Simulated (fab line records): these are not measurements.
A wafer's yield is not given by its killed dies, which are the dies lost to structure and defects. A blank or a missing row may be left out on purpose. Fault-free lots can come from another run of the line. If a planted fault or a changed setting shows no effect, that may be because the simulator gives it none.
What tool caused it? | flow rit_cmos | 42 wafers from 14 lots sampled at 3 of the route's 202 steps

== WHAT THE GAUGES READ, wafer by wafer ==
RIT_FOX2_THK_MEAS_90. Usual: FIELD_OXIDE_LEFT_1_THK gives 323 nm (standard deviation 6.3).
lot  | measured    | on            | FIELD_OXIDE_LEFT_1_THK (nm) | flag
L138 | day 1 22:16 | film_metro-03 | 316 317 314                 |
L140 | day 2 07:00 | film_metro-04 | 317 322 317                 |
L141 | day 2 11:45 | film_metro-03 | 323 314 320                 |
L142 | day 2 16:19 | film_metro-03 | 314 317 313                 |
L146 | day 3 14:43 | film_metro-02 | 313 310 309                 |
L149 | day 4 04:07 | film_metro-04 | 325 323 322                 |
L151 | day 4 12:39 | film_metro-02 | 328 329 327                 |
L152 | day 4 19:19 | film_metro-04 | 321 324 323                 |
L153 | day 4 23:42 | film_metro-02 | 328 336 330                 |
L154 | day 5 04:53 | film_metro-04 | 319 326 320                 |
L155 | day 5 10:29 | film_metro-02 | 326 331 332                 |
L157 | day 6 04:21 | film_metro-03 | 319 323 325                 |
L160 | day 6 09:57 | film_metro-02 | 326 328 329                 |
L161 | day 6 18:49 | film_metro-03 | 325 335 323                 |

RIT_GATE_CD_MEAS_90 targets a cd of 150 nm. Usual: cd_nm 148.9 nm, standard deviation 2.1.
lot  | measured    | on        | cd_nm (nm)        | flag
L138 | day 2 18:24 | cd_sem-01 | 147.8 147.1 147.6 |
L140 | day 3 05:34 | cd_sem-02 | 148.3 149.8 148.8 |
L141 | day 3 06:08 | cd_sem-01 | 146.8 148.1 147.0 |
L142 | day 3 12:02 | cd_sem-01 | 148.4 147.8 148.2 |
L146 | day 4 09:07 | cd_sem-02 | 151.3 151.9 152.1 |
L149 | day 5 00:13 | cd_sem-01 | 150.0 149.5 149.2 |
L151 | day 5 07:09 | cd_sem-02 | 150.9 150.8 150.2 |
L152 | day 5 16:29 | cd_sem-01 | 147.8 149.3 148.2 |
L153 | day 5 23:04 | cd_sem-01 | 147.7 150.9 150.4 |
L154 | day 6 07:41 | cd_sem-02 | 148.9 148.7 146.6 |
L155 | day 6 07:50 | cd_sem-01 | 153.1 150.6 152.7 |
L157 | day 7 00:53 | cd_sem-02 | 149.9 148.1 151.0 |
L160 | day 7 09:13 | cd_sem-01 | 151.2 150.3 152.0 |
L161 | day 7 15:35 | cd_sem-01 | 147.6 148.3 146.7 |

== WHICH TOOL RAN EACH LOT (tool, then ch and the chambers of the sampled wafers, then the start) ==
lot  | RIT_PWELL_STRIP_09
L138 | plasma_asher-01 ch 0,1, day 2 01:33
L140 | plasma_asher-02 ch 0,1, day 2 10:11
L141 | plasma_asher-04 ch 0,1, day 2 14:50
L142 | plasma_asher-04 ch 0,1, day 2 19:25
L146 | plasma_asher-04 ch 0,1, day 3 17:55
L149 | plasma_asher-04 ch 0,1, day 4 07:17
L151 | plasma_asher-04 ch 0, day 4 15:42
L152 | plasma_asher-01 ch 0,1, day 4 22:29
L153 | plasma_asher-02 ch 0,1, day 5 02:45
L154 | plasma_asher-01 ch 0,1, day 5 08:09
L155 | plasma_asher-04 ch 0,1, day 5 13:53
L157 | plasma_asher-04 ch 0,1, day 6 07:35
L160 | plasma_asher-04 ch 0,1, day 6 13:12
L161 | plasma_asher-04 ch 0,1, day 6 21:53
- RIT_PWELL_STRIP_09: strips in O2, time 180 s.

== AS READ BY THE TOOLS THEMSELVES (means over the sampled wafers that have a number; for cases with no such wafer, the mark the record gives instead) ==
RIT_PWELL_STRIP_09. Usual: drypump_motor_current_A 6.00 A, standard deviation 0.29.
lot  | tool            | drypump_motor_current_A (A) | flag
L138 | plasma_asher-01 | 5.66                        |
L140 | plasma_asher-02 | 5.81                        |
L141 | plasma_asher-04 | 6.19                        |
L142 | plasma_asher-04 | 6.29                        |
L146 | plasma_asher-04 | 6.13                        |
L149 | plasma_asher-04 | 6.16                        |
L151 | plasma_asher-04 | 6.01                        |
L152 | plasma_asher-01 | 5.66                        |
L153 | plasma_asher-02 | 5.83                        |
L154 | plasma_asher-01 | 5.64                        |
L155 | plasma_asher-04 | 6.27                        |
L157 | plasma_asher-04 | 6.31                        |
L160 | plasma_asher-04 | 6.15                        |
L161 | plasma_asher-04 | 6.15                        |

== THE ANSWER, worked out from the rows above alone ==
Rule: lot off if the mean of its wafers having a number is beyond 3 standard deviations from the usual mean. Also off: a lot with no number at a reading for which 4 or more lots have one. The other lots that the step has rows for count as sound. After the gauges, taken in route order, come the tools' own readings; for these a lot's mean is taken, as printed above. At the first step where some lot is off, the reading lying furthest off is the one used; lots without a number count as furthest.
Nothing can be told from this: no lot is off at any reading shown.

== WHAT WAS PUT IN BY THE SIMULATOR ==
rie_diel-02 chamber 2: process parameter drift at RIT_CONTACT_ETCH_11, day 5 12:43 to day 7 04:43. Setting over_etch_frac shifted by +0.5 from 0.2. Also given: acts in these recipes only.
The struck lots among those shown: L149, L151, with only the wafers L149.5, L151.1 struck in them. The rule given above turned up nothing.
